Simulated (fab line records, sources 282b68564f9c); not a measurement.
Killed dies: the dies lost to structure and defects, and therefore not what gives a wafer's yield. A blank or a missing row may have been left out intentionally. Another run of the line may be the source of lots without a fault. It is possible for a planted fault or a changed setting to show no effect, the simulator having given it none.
Which tool is to blame?    flow ritCmos    14 lots with 42 wafers sampled at 4 steps, on a route of 202 steps

== WHAT THE GAUGES READ, wafer by wafer ==
RIT_PLDD_OVL_MEAS_06. Usual: PLDD_OVL typically reads 1.0 nm, with standard deviation 1.5.
lot   measured     on          PLDD_OVL (nm)  flag
L199  day 2 22:19  overlay-01  2.0 3.3 1.4    
L200  day 3 05:27  overlay-01  0.8 2.0 2.6    
L203  day 3 20:22  overlay-01  2.6 2.0 2.4    
L204  day 3 21:25  overlay-01  3.5 5.7 3.2    
L205  day 4 00:46  overlay-02  0.5 0.6 -0.7   
L207  day 4 11:26  overlay-01  -0.1 0.7 -1.0  
L209  day 4 22:17  overlay-01  0.0 0.2 -0.8   
L210  day 5 02:22  overlay-01  1.4 0.4 4.2    
L211  day 5 08:57  overlay-01  2.1 2.9 3.3    
L212  day 5 13:25  overlay-02  0.5 0.2 -0.2   
L214  day 5 22:28  overlay-01  2.3 -1.6 1.2   
L215  day 6 04:01  overlay-02  0.9 4.7 1.1    
L220  day 7 04:19  overlay-02  3.2 1.5 2.7    
L222  day 7 21:35  overlay-02  0.6 -0.2 0.3   

RIT_NSD_TW_MEAS_10. Usual: NSD_TW typically reads 3125, with standard deviation 20.
lot   measured     on            NSD_TW          flag
L199  day 3 03:04  filmMetro-01  3154 3153 3141  
L200  day 3 10:14  filmMetro-03  3111 3095 3099  
L203  day 4 00:53  filmMetro-04  3110 3110 3112  
L204  day 4 01:59  filmMetro-01  3153 3162 3158  
L205  day 4 05:28  filmMetro-03  3106 3105 3093  
L207  day 4 16:01  filmMetro-03  3086 3092 3093  
L209  day 5 03:47  filmMetro-04  3127 3131 3119  
L210  day 5 07:58  filmMetro-04  3112 3110 3128  
L211  day 5 13:23  filmMetro-04  3108 3122 3115  
L212  day 5 17:52  filmMetro-04  3125 3120 3114  
L214  day 6 02:56  filmMetro-04  3129 3131 3138  
L215  day 6 08:35  filmMetro-04  3118 3095 3112  
L220  day 7 20:19  filmMetro-03  3113 3120 3113  
L222  day 8 03:17  filmMetro-01  3150 3153 3140  

RIT_CONTACT_OVL_MEAS_09. Usual: CONTACT_OVL typically reads 0.7 nm, with standard deviation 1.3.
lot   measured     on          CONTACT_OVL (nm)   flag
L199  day 3 07:18  overlay-02  0.4 2.2 1.4        
L200  day 3 14:31  overlay-02  0.0 2.2 1.3        
L203  day 4 05:16  overlay-01  1.1 4.0 0.8        
L204  day 4 06:22  overlay-01  0.5 1.9 1.9        
L205  day 4 09:53  overlay-02  0.8 1.2 1.2        
L207  day 4 20:22  overlay-02  1.7 0.8 0.3        
L209  day 5 08:05  overlay-02  -0.1 0.3 -0.4      
L210  day 5 12:22  overlay-01  0.2 0.6 -0.4       
L211  day 5 17:41  overlay-01  -0.1 1.7 0.8       
L212  day 5 22:10  overlay-02  174.0 174.5 173.2  OFF
L214  day 6 07:04  overlay-01  3.3 -0.7 -0.8      
L215  day 6 12:48  overlay-02  173.3 173.3 173.5  OFF
L220  day 8 00:41  overlay-01  -1.6 0.0 -1.0      
L222  day 8 07:48  overlay-01  1.8 0.9 1.1        

== WHICH TOOL RAN EACH LOT (tool, then ch and the chambers of the sampled wafers, then the start) ==
lot   RIT_CONTACT_EXPOSE_05
L199  ilineStepper-01 ch 0, day 3 06:41
L200  ilineStepper-01 ch 0, day 3 13:52
L203  ilineStepper-01 ch 0, day 4 04:38
L204  ilineStepper-02 ch 0, day 4 05:45
L205  ilineStepper-01 ch 0, day 4 09:11
L207  ilineStepper-01 ch 0, day 4 19:44
L209  ilineStepper-01 ch 0, day 5 07:26
L210  ilineStepper-01 ch 0, day 5 11:44
L211  ilineStepper-01 ch 0, day 5 17:03
L212  ilineStepper-01 ch 0, day 5 21:34
L214  ilineStepper-02 ch 0, day 6 06:26
L215  ilineStepper-01 ch 0, day 6 12:11
L220  ilineStepper-02 ch 0, day 8 00:03
L222  ilineStepper-02 ch 0, day 8 07:10
- RIT_CONTACT_EXPOSE_05: exposes mask M11, target cd 1000 nm.

== AS READ BY THE TOOLS THEMSELVES (means over the sampled wafers that have a number; for cases with no such wafer, the mark the record gives instead) ==
The record holds no such reading with a usual standard deviation.

== THE ANSWER, worked out from the rows above alone ==
Rule: a lot counts as off when the mean over its wafers that have a number is more than 3 standard deviations away from the usual mean. Also off: a lot with no number at a reading for which 4 or more lots have one. Where the step has rows for the other lots, those lots are counted as sound. Order of review: gauges by route order, followed by the tools' own readings, for which a lot's mean as printed above is used. The first step at which some lot is off is used, and at that step the reading that is off furthest; a lot without a number counts as furthest.
Off: L212, L215, at RIT_CONTACT_OVL_MEAS_09 (CONTACT_OVL).
If a tool, at a process step before that reading, ran all the lots that are off and no sound lot after the first of them, it fits. Gauges at RIT_CONTACT_OVL_MEAS_09: tried the same way as those tools. Can't be told from this: 2 tools fit, ilineStepper-01 at RIT_CONTACT_EXPOSE_05, overlay-02 at RIT_CONTACT_OVL_MEAS_09.

== WHAT THE SIMULATOR PUT IN ==
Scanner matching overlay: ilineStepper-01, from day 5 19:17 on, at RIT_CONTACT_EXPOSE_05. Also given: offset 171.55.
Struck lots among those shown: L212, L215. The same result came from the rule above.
